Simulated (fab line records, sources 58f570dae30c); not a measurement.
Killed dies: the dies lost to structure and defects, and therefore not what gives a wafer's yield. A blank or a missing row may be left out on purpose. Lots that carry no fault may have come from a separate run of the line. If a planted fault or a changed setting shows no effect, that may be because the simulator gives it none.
Split-lot trial | flow berkeley cmos170 | 23 wafers read across 5 lots, on a route 331 steps long

== THE SPLIT ==
At UCB170_M2_EXPOSE_12 (exposes mask METAL2, target cd 700 nm), the setting dose mj was moved away from the recipe's 26 on 7 of the 23 wafers read, by -6.9% to -3.3%. For the rest of the wafers, this setting stayed at what the recipe calls for.

== FROM THE SPLIT TO THE READING: what the file shows between them, 6 steps ==
- UCB170_M2_PEB_13
- UCB170_M2_DEVELOP_14: develop time 45 s
- UCB170_M2_CD_MEAS_15: target cd 700 nm
- UCB170_M2_ETCH_17: etches BARC in N2/H2
- UCB170_M2_METAL_ETCH_18: etches Al in Cl2/BCl3, stops on SiO2, target depth 1170 nm, time 195 s
- UCB170_M2_STRIP_19: strips in O2

== THE READING ==
cd nm (nm) at UCB170_M2_CD_MEAS_90, where the cd target is 700 nm. Typical for fault-free wafers on this fab line: 702.6 nm, with standard deviation 2.1 nm.

wafer  | tool, chamber at the split | dose mj as run | against the recipe | cd nm, nm | against lot-mates on the recipe
L075.1 | krf scanner-01, 0          | 26             | recipe             | 699.1     | -
L075.2 | krf scanner-01, 0          | 26             | recipe             | 704.8     | -
L075.4 | krf scanner-01, 0          | 26             | recipe             | 703.2     | -
L075.5 | krf scanner-01, 0          | 26             | recipe             | 701.7     | -
L075.6 | krf scanner-01, 0          | 26             | recipe             | 703.9     | -
L074.2 | krf scanner-02, 0          | 25.13          | -3.3%              | 709.7     | +5.9
L074.3 | krf scanner-02, 0          | 25.13          | -3.3%              | 710.2     | +6.4
L074.4 | krf scanner-02, 0          | 26             | recipe             | 703.1     | -
L074.5 | krf scanner-02, 0          | 26             | recipe             | 704.5     | -
L074.6 | krf scanner-02, 0          | 25.13          | -3.3%              | 707.6     | +3.8
L077.1 | krf scanner-01, 0          | 26             | recipe             | 705.1     | -
L077.3 | krf scanner-01, 0          | 24.21          | -6.9%              | 714.6     | +10.8
L077.4 | krf scanner-01, 0          | 26             | recipe             | 701.1     | -
L077.5 | krf scanner-01, 0          | 26             | recipe             | 705.3     | -
L077.6 | krf scanner-01, 0          | 24.21          | -6.9%              | 713.1     | +9.3
L076.1 | krf scanner-02, 0          | 24.8           | -4.6%              | 708.6     | +8.3
L076.2 | krf scanner-02, 0          | 24.8           | -4.6%              | 708.3     | +8.0
L076.3 | krf scanner-02, 0          | 26             | recipe             | 700.3     | -
L076.4 | krf scanner-02, 0          | 26             | recipe             | 700.0     | -
L076.5 | krf scanner-02, 0          | 26             | recipe             | 700.7     | -
L080.1 | krf scanner-01, 0          | 26             | recipe             | 707.8     | -
L080.2 | krf scanner-01, 0          | 26             | recipe             | 701.8     | -
L080.6 | krf scanner-01, 0          | 26             | recipe             | 705.5     | -

THE FIT
A straight line over all 23 wafers: cd nm changes by -1.52 nm for each +1% of dose mj; r = -0.86; the points scatter about the line by 2.2 nm.
The same after taking each lot's own level away (the mean of its wafers on the recipe; 23 wafers): -1.55 nm for each +1%; r = -0.91; scatter 1.7 nm.
Per that fit: largest dose mj move, reading shift of 11 nm.
The lots' own levels span 700.33 to 705.03 nm, that is 2.2 times the standard deviation above.
The two slopes are in agreement: the lot-to-lot level therefore moves the slope only a little.
Check: with one of the wafers moved furthest among these (-6.9%) left out of the fit, the line predicts +10.7 nm for it against its lot-mates. Against them it came out at +10.8 nm.

== FURTHER SPLITS ON THESE WAFERS ==
Other splits were also applied to these wafers ahead of the reading. Each is held against what the fit with the lots' levels taken away leaves over:
other split on the same wafers    | wafers away from the commonest value | r with cd nm (lot level and that fit taken away)
UCB170_PLDD_EXPOSE_03 dose mj     | 11                                   | +0.01
UCB170_NLDD_PEB_04 peb temp c     | 8                                    | -0.01
UCB170_NLDD_IMPLANT_09 energy kev | 9                                    | -0.25
UCB170_NSD_IMPLANT_08 energy kev  | 7                                    | +0.07
UCB170_SILICIDE_SPUTTER_01 time s | 10                                   | +0.07
UCB170_V1_CVD_00 time s           | 6                                    | -0.23

== THE WHOLE CHAIN: every reading that the file lists as answering this split, in the file's order ==
step                    | what it does                                                           | reading                                                   | change (the file's fit)              | r (the file's)
UCB170_M2_CD_MEAS_15    | target cd 700 nm                                                       | cd nm                                                     | -1.75 nm for each +1% of the setting | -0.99
UCB170_M2_ETCH_17       | etches BARC in N2/H2                                                   | M2.cd nm (the simulator's own value, which no gauge read) | -1.84 nm for each +1% of the setting | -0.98
UCB170_M2_METAL_ETCH_18 | etches Al in Cl2/BCl3, stops on SiO2, target depth 1170 nm, time 195 s | M2.cd nm (the simulator's own value, which no gauge read) | -1.55 nm for each +1% of the setting | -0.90
UCB170_M2_CD_MEAS_90    | target cd 700 nm                                                       | cd nm                                                     | -1.56 nm for each +1% of the setting | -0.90

== THE FILE'S OWN FIT ==
cd nm changes by -1.56 nm for each +1% of dose mj, r = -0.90.
